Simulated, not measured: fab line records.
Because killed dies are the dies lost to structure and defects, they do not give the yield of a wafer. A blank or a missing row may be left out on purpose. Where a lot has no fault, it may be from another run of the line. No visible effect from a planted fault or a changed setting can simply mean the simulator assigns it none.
fab line records	flow berkeleyCmos170
record: lots: 14	wafers: 42	lastDay: 12
route steps=331 shown ZERO@12 ACTIVE@65 NSD@197
lots with no fault: from the same line, run without faults
startH: hours from the record's first day to the start of the lot's first wafer shown	waitH: how many hours have passed since the lot's step before this one	" the same as in the row above	L1.1+2: one row covering several wafers at once	- no value present, or no start provided	* or withheld: withheld	< > ~ a bound
route shown NAME@n: names a module that has steps shown in the file, with the first one's number in the route	usual: mean/standard deviation taken from wafers without a fault	same: alike in all rows	chamber/n: place in a boat	sites: each site's reading	_std_site: how widely they spread, as a standard deviation	_edge_site: the outer-site mean with the inner-site mean subtracted	radiusMm: how far each site lies from the wafer's centre	mask NAME#n: copy n	behind: the last tool/chamber to shape the wafer	hold: cause of the lot's hold/its duration in hours/its outcome	device: whichever transistor did not switch (one of n, p or np)	end of line: tests of these same wafers at the route's end	for a step that has no rows: nothing shown but its recipe	killed: at the first sort, the dies lost to defects and structure; wafer yield is something else	map: the dies of a wafer, with x for killed, . for not killed, _ for no die there
set.NAME: the setting as run; set.NAME@STEP: as run at that earlier step	model.NAME: the simulator's own value behind a step, which no gauge read
steps of the route over a sample of lots; a table a step, a row a wafer
services: a tool's chamber out of use, with start hour (startH, from the record's first day; less than 0 if before it), hours out, and reason
== steps ==
step: UCB170_ZERO_ETCH_06
recipe: chemistry: CHF3/CF4/Ar	target: SiO2	timeS: 12	pressureMtorr: 100	rfW: 500	CHF3_flow_sccm: 50	cf4FlowSccm: 10	Ar_flow_sccm: 120	overEtchFrac: 1.58
usual: cf4FlowSccm: 9.999/0.028	drypumpMotorCurrentA: 6.0/0.41	mfcArSccm: 120.0/0.36	oesProductAu: 0.619/0.011	throttleValvePct: 9.25/0.13
lot.wafer	tool	chamber	startH	waitH	cf4FlowSccm	drypumpMotorCurrentA	mfcArSccm	oesProductAu	rfHoursCounterH	throttleValvePct
L236.2	rieDiel-01	3	20.68	-	9.985	5.9	118.9	0.620	0	9.17
L236.4	"	1	"	"	10.010	5.4	119.7	0.624	7	9.37
L236.5	"	0	"	"	9.986	6.6	120.5	0.635	-	9.43
L238.4	rieDiel-04	2	30.41	-	9.991	6.4	120.2	0.625	-	8.99
L238.5	"	0	"	"	9.999	5.7	119.1	0.623	-	9.31
L238.6	"	1	"	"	9.983	6.5	120.0	0.632	-	9.22
L239.1	rieDiel-02	2	34.56	-	9.995	6.1	120.0	0.624	171	9.23
L239.4	"	3	"	"	9.997	5.7	120.2	0.632	12	9.30
L239.6	"	0	"	"	10.044	5.4	119.6	0.625	-	9.05
L240.2	rieDiel-01	3	43.15	-	10.044	5.9	119.7	0.620	1	9.17
L240.3	"	1	"	"	9.979	5.4	120.0	0.623	8	9.35
L240.5	"	2	"	"	9.981	5.4	120.3	0.609	-	9.28
L241.2	rieDiel-04	0	51.22	-	9.966	5.7	120.5	0.629	102	9.31
L241.3	"	3	"	"	10.002	6.3	120.0	0.615	42	9.42
L241.6	"	3	"	"	9.965	6.3	119.9	0.612	-	9.40
L242.2	rieDiel-01	3	51.46	-	10.023	5.8	119.7	0.611	1	9.15
L242.3	"	0	"	"	10.013	6.6	119.8	0.619	0	9.43
L242.6	"	3	"	"	9.945	5.8	119.5	0.611	-	9.16
L244.1	rieDiel-02	3	60.37	-	9.964	5.8	120.1	0.636	13	9.31
L244.2	"	1	"	"	9.985	5.7	120.1	0.600	55	9.27
L244.3	"	0	"	"	10.032	5.4	119.4	0.625	3	9.08
L243.1	rieDiel-04	2	60.76	-	10.030	6.3	120.0	0.626	150	8.99
L243.5	"	0	"	"	10.025	5.7	120.3	0.628	-	9.31
L243.6	"	1	"	"	9.961	6.6	119.6	0.618	-	9.22
L245.1	rieDiel-04	3	66.17	-	9.990	6.3	119.7	0.608	42	9.40
L245.3	"	0	"	"	10.020	5.8	119.8	0.630	103	9.31
L245.5	"	1	"	"	9.974	6.6	119.9	0.626	-	9.23
L247.2	rieDiel-04	0	76.37	-	9.992	5.7	120.1	0.629	103	9.31
L247.5	"	0	"	"	9.959	5.7	119.8	0.633	-	9.31
L247.6	"	3	"	"	9.985	6.3	120.1	0.608	-	9.41
L248.2	rieDiel-01	2	79.20	-	9.958	5.4	119.7	0.610	120	9.27
L248.3	"	1	"	"	9.970	5.5	119.7	0.615	9	9.35
L248.6	"	1	"	"	10.026	5.5	120.1	0.620	-	9.35
L249.1	rieDiel-04	0	88.67	-	10.015	5.8	119.4	0.632	104	9.30
L249.2	"	2	"	"	10.016	6.4	120.0	0.631	151	8.98
L249.6	"	3	"	"	9.949	6.3	119.7	0.614	-	9.41
L250.2	rieDiel-02	2	88.95	-	9.986	6.1	120.3	0.610	1	9.23
L250.4	"	2	"	"	9.975	6.0	120.1	0.613	-	9.24
L250.6	"	3	"	"	9.976	5.8	120.3	0.633	-	9.31
L254.3	rieDiel-04	1	111.22	-	9.970	6.6	121.0	0.621	56	9.23
L254.4	"	3	"	"	10.071	6.3	120.2	0.616	44	9.43
L254.5	"	2	"	"	10.017	6.3	119.8	0.630	-	8.98
step: UCB170_ACTIVE_CVD_05
recipe: material: Si3N4	targetThkNm: 220	tempC: 800	precursor: SiH2Cl2/NH3	timeS: 3300	pressureMtorr: 200	sih2cl2FlowSccm: 25	nh3FlowSccm: 75
usual: spikeTcCentreC: 802.3/1.2	spikeTcLoadC: 825.1/1.7	spikeTcSourceC: 825/3.2	susceptorTempC: 800.0/0.35
lot.wafer	tool	chamber	startH	waitH	spikeTcCentreC	spikeTcLoadC	spikeTcSourceC	susceptorTempC
L236.2	lpcvd-02	0	83.38	0.1	802.0	821.4	819	800.4
L236.4	"	0	"	"	802.4	821.3	820	799.8
L236.5	"	0	"	"	802.1	821.8	821	799.4
L238.4	lpcvd-02	1	93.26	0.0	802.4	824.9	822	799.8
L238.5	"	1	"	"	802.3	827.9	822	800.1
L238.6	"	1	"	"	803.4	824.8	823	799.7
L239.1	lpcvd-02	1	93.26	0.0	804.1	827.1	823	799.9
L239.4	"	1	"	"	804.4	825.7	822	800.5
L239.6	"	1	"	"	805.2	827.2	825	799.9
L240.2	lpcvd-01	0	109.63	0.0	802.5	826.2	827	799.9
L240.3	"	0	"	"	801.5	826.0	827	799.7
L240.5	"	0	"	"	802.1	824.0	827	799.8
L241.2	lpcvd-01	1	117.81	0.0	801.0	825.1	830	800.0
L241.3	"	1	"	"	801.4	824.1	830	799.7
L241.6	"	1	"	"	802.5	822.4	830	799.9
L242.2	lpcvd-01	0	117.81	0.0	800.6	826.3	827	799.5
L242.3	"	0	"	"	801.1	825.4	826	800.2
L242.6	"	0	"	"	801.6	826.2	826	799.9
L243.1	lpcvd-01	1	117.81	0.0	802.0	824.2	830	800.2
L243.5	"	1	"	"	803.6	824.3	830	799.0
L243.6	"	1	"	"	804.7	822.7	830	799.8
L244.1	lpcvd-01	0	117.81	0.0	801.4	827.0	827	800.3
L244.2	"	0	"	"	799.2	827.5	827	799.9
L244.3	"	0	"	"	802.1	825.8	826	800.2
L245.1	lpcvd-01	0	129.40	0.0	802.9	829.8	827	800.7
L245.3	"	0	"	"	802.9	825.3	827	800.7
L245.5	"	0	"	"	801.4	824.8	828	799.8
L247.2	lpcvd-02	1	143.98	0.0	803.0	824.3	822	800.0
L247.5	"	1	"	"	805.5	824.9	822	800.3
L247.6	"	1	"	"	804.1	826.1	824	799.5
L248.2	lpcvd-02	1	143.98	0.0	804.0	826.0	823	800.1
L248.3	"	1	"	"	804.9	827.6	823	800.1
L248.6	"	1	"	"	803.2	826.4	823	799.5
L249.1	lpcvd-02	1	158.75	0.0	778.6	801.2	797	774.8
L249.2	"	1	"	"	777.5	800.3	798	775.9
L249.6	"	1	"	"	777.8	800.2	798	775.4
L250.2	lpcvd-02	0	158.75	0.0	774.7	797.0	797	775.0
L250.4	"	0	"	"	776.4	798.0	795	774.8
L250.6	"	0	"	"	777.4	797.6	797	775.1
L254.3	lpcvd-01	1	189.50	0.3	803.2	822.2	830	800.2
L254.4	"	1	"	"	803.9	822.6	831	799.8
L254.5	"	1	"	"	802.1	824.7	827	800.2
step: UCB170_ACTIVE_THK_MEAS_06
recipe: reads: Si3N4_of_ACTIVE_CVD_05
usual: ACTIVE_NITRIDE_THK: 219.2/1.8
lot.wafer	tool	chamber	startH	waitH	ACTIVE_NITRIDE_THK[nm]
L236.2	filmMetro-02	-	85.30	0.0	219.6
L236.4	"	-	"	"	219.7
L236.5	"	-	"	"	217.9
L239.1	filmMetro-01	-	96.44	0.3	218.4
L239.4	"	-	"	"	219.0
L239.6	"	-	"	"	219.2
L238.4	filmMetro-02	-	96.47	0.3	217.7
L238.5	"	-	"	"	218.2
L238.6	"	-	"	"	217.8
L240.2	filmMetro-04	-	111.55	0.0	219.8
L240.3	"	-	"	"	221.4
L240.5	"	-	"	"	220.3
L243.1	filmMetro-04	-	119.73	0.0	219.5
L243.5	"	-	"	"	223.0
L243.6	"	-	"	"	220.7
L244.1	filmMetro-02	-	119.73	0.0	219.5
L244.2	"	-	"	"	216.9
L244.3	"	-	"	"	215.9
L241.2	filmMetro-01	-	119.74	0.0	220.7
L241.3	"	-	"	"	219.4
L241.6	"	-	"	"	221.2
L242.2	filmMetro-01	-	119.80	0.1	221.1
L242.3	"	-	"	"	219.7
L242.6	"	-	"	"	219.4
L245.1	filmMetro-01	-	131.31	0.0	219.9
L245.3	"	-	"	"	220.8
L245.5	"	-	"	"	219.8
L247.2	filmMetro-01	-	145.91	0.0	219.5
L247.5	"	-	"	"	221.0
L247.6	"	-	"	"	219.7
L248.2	filmMetro-04	-	145.91	0.0	220.3
L248.3	"	-	"	"	220.3
L248.6	"	-	"	"	220.9
L249.1	filmMetro-04	-	160.66	0.0	134.2
L249.2	"	-	"	"	134.7
L249.6	"	-	"	"	135.2
L250.2	filmMetro-02	-	160.67	0.0	137.4
L250.4	"	-	"	"	135.7
L250.6	"	-	"	"	138.0
L254.3	filmMetro-04	-	191.44	0.0	216.6
L254.4	"	-	"	"	218.1
L254.5	"	-	"	"	218.7
step: UCB170_ACTIVE_OVL_MEAS_14
usual: ACTIVE_OVL: 1/4.8
lot.wafer	tool	chamber	startH	waitH	ACTIVE_OVL[nm]
L236.2	overlay-02	-	87.38	0.1	-6
L236.4	"	-	"	"	-6
L236.5	"	-	"	"	3
L239.1	overlay-02	-	99.32	0.1	8
L239.4	"	-	"	"	1
L239.6	"	-	"	"	5
L238.4	overlay-01	-	99.32	0.1	0
L238.5	"	-	"	"	6
L238.6	"	-	"	"	3
L240.2	overlay-02	-	112.94	0.1	1
L240.3	"	-	"	"	-1
L240.5	"	-	"	"	-3
L241.2	overlay-02	-	121.09	0.1	3
L241.3	"	-	"	"	2
L241.6	"	-	"	"	-6
L244.1	overlay-02	-	121.48	0.1	-2
L244.2	"	-	"	"	-8
L244.3	"	-	"	"	0
L243.1	overlay-01	-	121.76	0.1	4
L243.5	"	-	"	"	6
L243.6	"	-	"	"	9
L242.2	overlay-02	-	122.04	0.1	2
L242.3	"	-	"	"	-4
L242.6	"	-	"	"	0
L245.1	overlay-02	-	133.43	0.1	2
L245.3	"	-	"	"	7
L245.5	"	-	"	"	2
L247.2	overlay-01	-	146.92	0.1	0
L247.5	"	-	"	"	2
L247.6	"	-	"	"	-9
L248.2	overlay-01	-	147.17	0.1	0
L248.3	"	-	"	"	1
L248.6	"	-	"	"	-1
L250.2	overlay-02	-	161.82	0.1	-3
L250.4	"	-	"	"	-5
L250.6	"	-	"	"	-3
L249.1	overlay-01	-	162.05	0.1	-6
L249.2	"	-	"	"	-6
L249.6	"	-	"	"	-7
L254.3	overlay-02	-	193.23	0.1	-2
L254.4	"	-	"	"	1
L254.5	"	-	"	"	-4
step: UCB170_ACTIVE_ETCH_15
recipe: chemistry: CH3F/Ar/O2	target: Si3N4	stopOn: SiO2	CH3F_flow_sccm: 20	Ar_flow_sccm: 50	O2_flow_sccm: 7	pressureMtorr: 50	rfW: 450	targetDepthA: 2420	overEtchFrac: 0.1	timeS: 151
usual: drypumpMotorCurrentA: 5.9/0.44	mfcArSccm: 49.99/0.14	oesProductAu: 0.936/0.015	throttleValvePct: 8.09/0.1
lot.wafer	tool	chamber	startH	waitH	drypumpMotorCurrentA	mfcArSccm	oesProductAu	rfHoursCounterH	throttleValvePct
L236.2	rieDiel-03	3	87.41	0.0	6.1	50.09	0.947	152	7.95
L236.4	"	2	"	"	6.4	49.70	0.928	124	8.21
L236.5	"	3	"	"	6.0	50.14	0.944	-	7.97
L238.4	rieDiel-01	2	99.34	0.0	5.4	50.16	0.914	121	8.09
L238.5	"	3	"	"	5.8	49.75	0.930	-	8.01
L238.6	"	2	"	"	5.4	50.04	0.914	-	8.10
L239.1	rieDiel-04	1	99.35	0.0	6.5	49.91	0.946	56	8.07
L239.4	"	3	"	"	6.3	49.86	0.930	44	8.24
L239.6	"	3	"	"	6.3	49.75	0.933	-	8.25
L240.2	rieDiel-01	2	112.97	0.0	5.4	50.12	0.919	122	8.09
L240.3	"	1	"	"	5.4	50.11	0.949	10	8.16
L240.5	"	3	"	"	5.9	49.80	0.940	-	7.99
L241.2	rieDiel-01	1	121.12	0.0	5.5	49.91	0.950	10	8.15
L241.3	"	3	"	"	5.9	50.33	0.937	4	8.01
L241.6	"	1	"	"	5.4	49.91	0.951	-	8.16
L244.1	rieDiel-03	0	121.52	0.0	5.7	49.89	0.912	34	8.12
L244.2	"	3	"	"	6.0	49.84	0.931	153	7.94
L244.3	"	2	"	"	6.4	49.84	0.909	125	8.22
L243.1	rieDiel-04	2	121.80	0.0	6.4	50.01	0.961	153	7.85
L243.5	"	0	"	"	5.7	50.15	0.972	-	8.11
L243.6	"	3	"	"	6.3	50.17	0.932	-	8.23
L242.2	rieDiel-01	3	122.07	0.0	5.8	50.22	0.940	4	8.01
L242.3	"	1	"	"	5.4	49.73	0.944	11	8.15
L242.6	"	2	"	"	5.4	49.89	0.922	-	8.08
L245.1	rieDiel-03	3	133.47	0.0	6.0	50.11	0.954	154	7.96
L245.3	"	2	"	"	6.4	49.85	0.925	126	8.21
L245.5	"	2	"	"	6.4	50.09	0.920	-	8.19
L247.2	rieDiel-03	1	146.95	0.0	5.4	49.83	0.935	89	8.00
L247.5	"	0	"	"	5.6	50.11	0.917	-	8.11
L247.6	"	3	"	"	6.0	49.98	0.938	-	7.95
L248.2	rieDiel-01	0	147.20	0.0	6.6	50.03	0.949	3	8.19
L248.3	"	2	"	"	5.4	49.99	0.924	123	8.11
L248.6	"	1	"	"	5.4	50.02	0.952	-	8.16
L250.2	rieDiel-03	0	161.85	0.0	5.7	49.82	0.709	36	8.09
L250.4	"	0	"	"	5.6	49.71	0.703	-	8.10
L250.6	"	1	"	"	5.5	50.08	0.724	-	7.99
L249.1	rieDiel-04	1	162.09	0.0	6.6	50.01	0.725	59	8.06
L249.2	"	3	"	"	6.3	50.29	0.715	47	8.22
L249.6	"	0	"	"	5.7	50.03	0.730	-	8.09
L254.3	rieDiel-03	0	193.26	0.0	5.6	49.91	0.911	37	8.12
L254.4	"	1	"	"	5.5	50.01	0.944	91	8.00
L254.5	"	1	"	"	5.5	50.08	0.943	-	8.00
step: UCB170_NSD_TW_MEAS_10
usual: NSD_TW: 4190/24
lot.wafer	tool	chamber	startH	waitH	NSD_TW
L236.2	filmMetro-01	-	167.18	0.1	4162
L236.4	"	-	"	"	4190
L236.5	"	-	"	"	4194
L238.4	filmMetro-01	-	185.53	0.1	4226
L238.5	"	-	"	"	4208
L238.6	"	-	"	"	4199
L239.1	filmMetro-04	-	185.74	0.1	4175
L239.4	"	-	"	"	4192
L239.6	"	-	"	"	4204
L240.2	filmMetro-01	-	186.01	0.1	4157
L240.3	"	-	"	"	4213
L240.5	"	-	"	"	4195
L242.2	filmMetro-02	-	214.52	0.1	4196
L242.3	"	-	"	"	4200
L242.6	"	-	"	"	4203
L244.1	filmMetro-04	-	214.62	0.1	4220
L244.2	"	-	"	"	4203
L244.3	"	-	"	"	4203
L243.1	filmMetro-02	-	214.79	0.1	4203
L243.5	"	-	"	"	4205
L243.6	"	-	"	"	4202
L241.2	filmMetro-02	-	215.07	0.1	4199
L241.3	"	-	"	"	4220
L241.6	"	-	"	"	4200
L245.1	filmMetro-02	-	225.41	0.1	4219
L245.3	"	-	"	"	4231
L245.5	"	-	"	"	4209
L248.2	filmMetro-02	-	237.29	0.1	4233
L248.3	"	-	"	"	4229
L248.6	"	-	"	"	4220
L247.2	filmMetro-02	-	237.99	0.1	4227
L247.5	"	-	"	"	4248
L247.6	"	-	"	"	4216
L249.1	filmMetro-04	-	249.81	0.1	4218
L249.2	"	-	"	"	4206
L249.6	"	-	"	"	4212
L250.2	filmMetro-02	-	250.05	0.1	4140
L250.4	"	-	"	"	4157
L250.6	"	-	"	"	4171
L254.3	filmMetro-01	-	274.14	0.1	4164
L254.4	"	-	"	"	4176
L254.5	"	-	"	"	4158
== services ==
tool	chamber	startH	hours	kind
rieDiel-01	3	-0.95	-	clean
rieDiel-01	3	-0.95	16.3	scheduledDown
rieDiel-01	3	-0.95	16.3	ventCycle
rieDiel-04	2	7.48	3.4	repair
rieDiel-04	3	13.13	32.2	repair
rieDiel-02	0	21.11	4.7	repair
rieDiel-01	0	29.77	-	clean
rieDiel-01	0	29.77	14.8	scheduledDown
rieDiel-01	0	29.77	14.8	ventCycle
rieDiel-03	2	45.43	1.7	repair
rieDiel-02	2	56.70	-	clean
rieDiel-03	0	67.33	4.3	repair
rieDiel-02	0	79.32	9.7	repair
rieDiel-01	0	107.96	7.4	repair
rieDiel-02	0	143.05	3.2	repair
rieDiel-03	3	153.23	-	clean
rieDiel-03	3	153.23	12.4	scheduledDown
rieDiel-03	3	153.23	12.4	ventCycle
rieDiel-04	2	153.79	-	clean
rieDiel-04	2	153.79	23.4	scheduledDown
rieDiel-04	2	153.79	23.4	ventCycle
rieDiel-01	3	167.09	38.1	repair
rieDiel-03	2	175.45	9.5	repair
rieDiel-01	-	192.08	0.3	repair
== key ==
firstSign: step: UCB170_ACTIVE_CVD_05	reading: susceptorTempC	direction: down	sigmas: 70	usual: *	struck: *
effect: step: UCB170_ACTIVE_CVD_05	reading: spikeTcCentreC	direction: down	sigmas: 21	usual: 802.3	struck: 777.1
effect: step: UCB170_ACTIVE_THK_MEAS_06	reading: ACTIVE_NITRIDE_THK	direction: down	sigmas: 48	usual: 219.2	struck: 135.9
effect: step: UCB170_ACTIVE_ETCH_15	reading: oesProductAu	direction: down	sigmas: 15	usual: 0.936	struck: 0.718
metAt UCB170_ACTIVE_CVD_05
struckLots L249,L250
testerLeftOut L249,L250
notActingAt UCB170_ZERO_ETCH_06,UCB170_ACTIVE_OVL_MEAS_14,UCB170_NSD_TW_MEAS_10
onsetBetween 143.98 158.75
fault: kind: processParameterDrift	tool: lpcvd-02	chamber: -	onsetH: 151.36	steps: UCB170_ACTIVE_CVD_05	channel: tempC	offset: *	shape: step	endH: 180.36	actsIn: *	stated: *
testerLeftOut: of these lots the tester's yield and bins aren't shown, on N5 and GAA mostly nor the transistor test; their killed dies are dies lost to structure and defects alone, not to doping, threshold or leakage, so they don't give the yield
